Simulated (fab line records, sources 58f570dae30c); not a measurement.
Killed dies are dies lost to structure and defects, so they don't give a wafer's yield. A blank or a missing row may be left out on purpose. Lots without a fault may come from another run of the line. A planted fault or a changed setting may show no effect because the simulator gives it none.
fab line records | flow berkeley_cmos170
record lots=6 wafers=18 last_day=13
route steps=331 shown PLDD@149 NLDD@158
lots that met no fault: from a run of the same line without faults
start_h: hours from the record's first day to the start of the lot's first wafer shown | wait_h: hours since the lot's step before | " the same as in the row above | L1.1+2: a row that stands for several wafers | - no value, or no start given | * or withheld: withheld | < > ~ a bound
route shown NAME@n: a module of which the file shows steps, and the number in the route of the first | usual: mean/standard deviation of fault-free wafers | same: alike in all rows | chamber/n: place in a boat | sites: the reading at each site | _std_site: their standard deviation | _edge_site: outer sites' mean less inner sites' | radius_mm: how far each site lies from the wafer's centre | mask NAME#n: copy n | behind: the tool/chamber that last shaped the wafer | hold: why the lot was held/for how many hours/how that ended | device: the transistor (n, p or np) that didn't switch | end of line: the same wafers' tests at the end of the route | a step without rows: its recipe alone | killed: dies lost to structure and defects at the first sort, not the wafer's yield | map: a wafer's dies, x killed, . not, _ none there
set.NAME: the setting as run; set.NAME@STEP: as run at that earlier step | model.NAME: the simulator's own value behind a step, which no gauge read
lots at some steps of the route; a table a step, a row a wafer
services: from which hour (start_h, from the record's first day; less than 0 if before it) a tool's chamber was out of use, for how many hours, and why
## steps
# step UCB170_PLDD_PEB_04
# recipe peb_temp_c=130 peb_time_s=withheld resist=KrF
# step UCB170_PLDD_DEVELOP_05
# recipe developer=TMAH develop_time_s=45 resist=KrF dev_temp_c=21
# step UCB170_PLDD_CD_MEAS_06
# recipe target_cd_nm=1200
# usual cd_nm=1199.3/1.3
# columns lot.wafer tool chamber start_h wait_h cd_nm
L694.2 cd_sem-02 - 177.26 - 1199.3
L694.4 " - " " 1200.9
L694.6 " - " " 1198.6
L701.1 cd_sem-01 - 206.47 - 1201.7
L701.2 " - " " 1200.9
L701.6 " - " " 1200.9
L702.2 cd_sem-02 - 220.42 - 1199.9
L702.3 " - " " 1199.4
L702.4 " - " " 1200.3
L710.3 cd_sem-01 - 259.79 - 1200.2
L710.5 " - " " 1199.3
L710.6 " - " " 1199.7
L711.3 cd_sem-02 - 260.07 - 1199.8
L711.4 " - " " 1198.6
L711.6 " - " " 1199.6
L713.1 cd_sem-01 - 269.65 - 1198.5
L713.2 " - " " 1198.5
L713.3 " - " " 1200.0
# step UCB170_PLDD_OVL_MEAS_07
# usual PLDD_OVL=-4/5.3
# columns lot.wafer tool chamber start_h wait_h PLDD_OVL[nm]
L694.2 overlay-02 - 177.36 0.1 -8
L694.4 " - " " -12
L694.6 " - " " -5
L701.1 overlay-01 - 206.59 0.1 -6
L701.2 " - " " 4
L701.6 " - " " 7
L702.2 overlay-01 - 220.52 0.1 -1
L702.3 " - " " -8
L702.4 " - " " -5
L710.3 overlay-02 - 259.89 0.1 -14
L710.5 " - " " -2
L710.6 " - " " -5
L711.3 overlay-01 - 260.16 0.1 -11
L711.4 " - " " -7
L711.6 " - " " -9
L713.1 overlay-01 - 269.77 0.1 4
L713.2 " - " " 3
L713.3 " - " " 3
# step UCB170_PLDD_IMPLANT_08
# recipe species=BF2 dose_cm2=5e+13 energy_kev=10 tilt_deg=7 rotation_deg=0
# step UCB170_PLDD_IMPLANT_09
# recipe species=BF2 dose_cm2=5e+13 energy_kev=10 tilt_deg=7 rotation_deg=180
# step UCB170_PLDD_STRIP_10
# recipe chemistry=O2 power_w=400 pressure_mtorr=3500 platen_temp_c=withheld o2_flow_sccm=400 overash_fraction=0.5
# usual drypump_motor_current_A=5.85/0.27 oes_product_au=0.734/0.0043 strip_time_to_endpoint_s=21.64/0.059
# columns lot.wafer tool chamber start_h wait_h drypump_motor_current_A oes_product_au rf_hours_counter_h strip_time_to_endpoint_s
L694.2 plasma_asher-03 0 177.69 0.1 5.78 0.733 47 21.64
L694.4 " 1 " " 5.58 0.731 - 21.63
L694.6 " 1 " " 5.59 0.731 - 21.64
L701.1 plasma_asher-04 1 206.93 0.1 5.88 0.728 46 21.57
L701.2 " 0 " " 6.28 0.740 46 21.64
L701.6 " 0 " " 6.27 0.735 - 21.64
L702.2 plasma_asher-03 1 220.85 0.1 5.55 0.734 51 21.68
L702.3 " 0 " " 5.81 0.733 - 21.72
L702.4 " 1 " " 5.51 0.732 - 21.65
L710.3 plasma_asher-01 0 260.24 0.1 5.96 0.739 - 21.59
L710.5 " 1 " " 5.50 0.737 - 21.65
L710.6 " 0 " " 5.98 0.731 - 21.69
L711.3 plasma_asher-03 0 260.52 0.1 5.81 0.736 - 21.63
L711.4 " 1 " " 5.53 0.732 - 21.70
L711.6 " 1 " " 5.52 0.727 - 21.71
L713.1 plasma_asher-01 1 270.10 0.1 5.51 0.736 17 21.59
L713.2 " 0 " " 5.97 0.737 17 21.61
L713.3 " 1 " " 5.52 0.731 - 21.63
# step UCB170_PLDD_TW_MEAS_11
# usual PLDD_TW=1006/9.5
# columns lot.wafer tool chamber start_h wait_h PLDD_TW
L694.2 film_metro-03 - 177.80 0.1 1004
L694.4 " - " " 993
L694.6 " - " " 997
L701.1 film_metro-03 - 207.03 0.1 992
L701.2 " - " " 997
L701.6 " - " " 991
L702.2 film_metro-03 - 220.96 0.1 993
L702.3 " - " " 995
L702.4 " - " " 998
L710.3 film_metro-02 - 260.33 0.1 1015
L710.5 " - " " 1010
L710.6 " - " " 1005
L711.3 film_metro-02 - 260.66 0.1 1009
L711.4 " - " " 1011
L711.6 " - " " 1006
L713.1 film_metro-03 - 270.20 0.1 991
L713.2 " - " " 989
L713.3 " - " " 992
# step UCB170_PLDD_CLEAN_12
# recipe chemistry=SPM temp_c=120 time_s=600
# step UCB170_NLDD_HMDS_00
# recipe prime_time_s=60 prime_temp_c=100
# step UCB170_NLDD_COAT_01
# recipe resist=KrF spin_rpm=1500 resist_thk_nm=900
# step UCB170_NLDD_SOFTBAKE_02
# recipe resist=KrF temp_c=130 time_s=60
# step UCB170_NLDD_EXPOSE_03
# recipe mask_id=NSELECT na=0.5 sigma_outer=0.6 source_shape=conventional target_cd_nm=1200 dose_mj=30
# usual exposure_dose_mJ_cm2=29.98/0.033 focus_offset_nm=0.1/0.53
# columns lot.wafer tool chamber start_h wait_h mask exposure_dose_mJ_cm2 focus_offset_nm
L694.2 krf_scanner-01 0 178.81 0.2 NSELECT#0 29.94 -0.4
L694.4 " 0 " " NSELECT#0 29.98 0.2
L694.6 " 0 " " NSELECT#0 30.04 -0.4
L701.1 krf_scanner-01 - 208.05 0.2 NSELECT#0 - -
L701.2 " - " " NSELECT#0 - -
L701.6 " - " " NSELECT#0 - -
L702.2 krf_scanner-01 - 221.80 0.1 NSELECT#0 - -
L702.3 " - " " NSELECT#0 - -
L702.4 " - " " NSELECT#0 - -
L710.3 krf_scanner-02 0 261.16 0.2 NSELECT#0 30.04 0.4
L710.5 " 0 " " NSELECT#0 30.01 0.3
L710.6 " 0 " " NSELECT#0 30.07 0.4
L711.3 krf_scanner-01 0 261.49 0.2 NSELECT#0 29.97 0.1
L711.4 " 0 " " NSELECT#0 29.92 -0.3
L711.6 " 0 " " NSELECT#0 29.95 0.5
L713.1 krf_scanner-02 0 271.01 0.2 NSELECT#0 30.01 -0.1
L713.2 " 0 " " NSELECT#0 30.00 0.1
L713.3 " 0 " " NSELECT#0 29.96 0.0
# step UCB170_NLDD_PEB_04
# recipe peb_temp_c=130 peb_time_s=withheld resist=KrF
## services
# columns tool chamber start_h hours kind
krf_scanner-01 - 154.98 0.8 pm
krf_scanner-02 - 238.67 1.3 pm
krf_scanner-01 - 242.85 1.0 pm
plasma_asher-04 - 258.23 6.5 repair
krf_scanner-01 0 260.12 - calibration
## key
first_sign step=UCB170_NLDD_EXPOSE_03 reading=tool_record direction=missing
effect none on later readings
met_at UCB170_NLDD_EXPOSE_03
struck_wafers L701.1,L701.2,L701.6,L702.2,L702.3,L702.4
sort_left_out L701.1,L701.2,L701.6,L702.2,L702.3,L702.4
tester_left_out L701,L702
onset_between 178.81 208.05
fault kind=skipped_step_whole tool=krf_scanner-01 chamber=- onset_h=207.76 steps=UCB170_NLDD_EXPOSE_03 scope=struck_lots_only
# tester_left_out: of these lots the tester's yield and bins aren't shown, on N5 and GAA mostly nor the transistor test; their killed dies are dies lost to structure and defects alone, not to doping, threshold or leakage, so they don't give the yield
# sort_left_out: the simulated sort isn't trusted on such a fault, so these wafers' sort isn't shown, and their yield isn't known
